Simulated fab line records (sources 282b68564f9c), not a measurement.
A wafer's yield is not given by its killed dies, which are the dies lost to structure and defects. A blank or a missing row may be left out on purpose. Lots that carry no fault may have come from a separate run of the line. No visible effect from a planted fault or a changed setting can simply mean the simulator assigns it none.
Struck lot and sound lot, side by side :: flow ritCmos :: 17 steps out of a route of 202
Sound: wafers L124.2, L124.4, L124.5. Struck: wafer L139.6 (left out: L139.1, L139.3 of the same lot, which were not struck); the cause appears at the end.
Per side, at each step with rows, come the tool, then ch with its chambers, and then its first start. Under that, the readings that differ: sound wafers :: struck wafers :: difference of the means :: sigmas: that difference in standard deviations of wafers without a fault.
alike: readings whose means differ by less than 2 such deviations, and words and numbers that are the same on both sides. not compared: withheld readings, readings that some wafer has no value for, bounds like >300 that may hide the same value, and numbers for which the record gives no deviation and whose values overlap.
Wherever a step has rows on one side only, a row that says differs or no value, or a row with sigmas, the two part there. Numbers that don't overlap but have no deviation are shown without sigmas and don't part them. A reading missing from all wafers of one side parts the sides only when that side holds two or more wafers.

first, 1 step without rows for these wafers: RIT_PSD_IMPLANT_08.
RIT_PSD_STRIP_09: strips in O2, time 180 s.
  sound on plasmaAsher-02 ch 0,1, day 4 12:14; struck on plasmaAsher-02 ch 0, day 7 17:04
  alike: drypumpMotorCurrentA
  not compared: rfHoursCounterH
RIT_PSD_TW_MEAS_10:
  sound on filmMetro-04 at day 4 12:25; struck on filmMetro-03 at day 7 17:15
  alike: PSD_TW
then, 3 steps without rows for these wafers: RIT_SDANNEAL_CLEAN_00 (cleans in SC1, time 600 s); RIT_SDANNEAL_CLEAN_01 (cleans in dHF, time 30 s); RIT_SDANNEAL_CLEAN_02 (cleans in SC2, time 600 s).
RIT_SDANNEAL_RTA_03: time 5 s.
  sound on rtpAnneal-02 ch 0, day 4 12:50; struck on rtpAnneal-01 ch 0, day 7 17:43
  alike: wafer_temp_C_max
RIT_SDANNEAL_RS_MEAS_04: measurement is done with a four-point probe.
  sound on filmMetro-02 at day 4 12:55; struck on filmMetro-04 at day 7 17:46
  alike: PSD_RS
RIT_SDANNEAL_RS_MEAS_05: measurement is done with a four-point probe.
  sound on filmMetro-02 at day 4 13:02; struck on filmMetro-04 at day 7 17:53
  alike: NSD_RS
RIT_SDANNEAL_RS_MEAS_06: measurement is done with a four-point probe.
  sound on filmMetro-02 at day 4 13:09; struck on filmMetro-04 at day 7 18:00
reading: PLDD_RS (ohm/sq)
sound: 178.6 179.1 179.1
struck: 177.9
difference: -1.0
sigmas: -2
RIT_SDANNEAL_RS_MEAS_07: measurement is done with a four-point probe.
  sound on filmMetro-02 at day 4 13:16; struck on filmMetro-04 at day 7 18:07
reading: NLDD_RS (ohm/sq)
sound: 151.4 152.1 152.3
struck: 150.9
difference: -1.0
sigmas: -2
then, 1 step without rows for these wafers: RIT_SILICIDE_WET_ETCH_00 (etches SiO2 in BOE, target depth 14 nm, time 15 s).
RIT_SILICIDE_SPUTTER_01: material Ti, target thk 30 nm, time 240 s.
  sound on pvdSputter-04 at day 4 13:23; struck on pvdSputter-04 at day 7 18:16
reading: model.Ti_of_SILICIDE_SPUTTER_01.thkNm (nm)
sound: 30.03 29.46 29.95
struck: 37.34
difference: +7.53
sigmas: 
  alike: throttleValvePct
RIT_SILICIDE_RS_MEAS_02: measurement is done with a four-point probe.
  sound on filmMetro-03 at day 4 13:33; struck on filmMetro-03 at day 7 18:25
reading: SILICIDE_TI_RS (ohm/sq)
sound: 47.9 49.1 48.1
struck: 36.6
difference: -11.8
sigmas: -18
RIT_SILICIDE_THK_MEAS_03: measures by xrf.
  sound on filmMetro-03 at day 4 13:40; struck on filmMetro-03 at day 7 18:32
reading: SILICIDE_TI_THK (nm)
sound: 30.0 29.4 29.9
struck: 37.4
difference: +7.6
sigmas: +21
RIT_SILICIDE_RTA_04: time 10 s, ramp up 5 s, ramp down 5 s.
  sound on rtpAnneal-01 ch 0, day 4 13:43; struck on rtpAnneal-02 ch 0, day 7 18:35
  alike: wafer_temp_C_max
RIT_M1_PROBE_99:
  sound on prober-02 at day 4 21:38; struck on prober-01 at day 8 01:20
reading: model.etest.npolyLine.lineOhmUm
sound: 157.3 160.2 155.8
struck: 155.1
difference: -2.7
sigmas: 

reading: model.etest.contactPplus.endOhmUm
sound: 43.18 43.19 43.59
struck: 55.21
difference: +11.89
sigmas: 

reading: model.etest.contactNplus.endOhmUm
sound: 42.37 41.1 42.31
struck: 51.63
difference: +9.70
sigmas: 

reading: model.etest.ppolyLine.widthNm (nm)
sound: 106.8 106.6 109.9
struck: 94.47
difference: -13.30
sigmas: 

reading: model.etest.npolyLine.widthNm (nm)
sound: 106.1 106 109.3
struck: 94
difference: -13
sigmas: 

reading: model.etest.npolyLine.rsOhmSq
sound: 16.95 17.16 16.84
struck: 14.63
difference: -2.35
sigmas: 

reading: model.etest.ppolyLine.rsOhmSq
sound: 16.39 16.49 16.33
struck: 14.38
difference: -2.02
sigmas: 
  alike: killed_at_M0_to_M3, killedAtContacts, killedAtFrontEnd, killedDies, killedOpen, killedShort
  not compared: model.etest.ppolyLine.lineOhmUm

== WHERE THEY PART ==
At RIT_SDANNEAL_RS_MEAS_06 first; at RIT_SILICIDE_THK_MEAS_03 last (within this record only). Later steps at which nothing parts them and some readings are alike: RIT_SILICIDE_RTA_04, RIT_M1_PROBE_99.

WHY: what had been put in by the simulator
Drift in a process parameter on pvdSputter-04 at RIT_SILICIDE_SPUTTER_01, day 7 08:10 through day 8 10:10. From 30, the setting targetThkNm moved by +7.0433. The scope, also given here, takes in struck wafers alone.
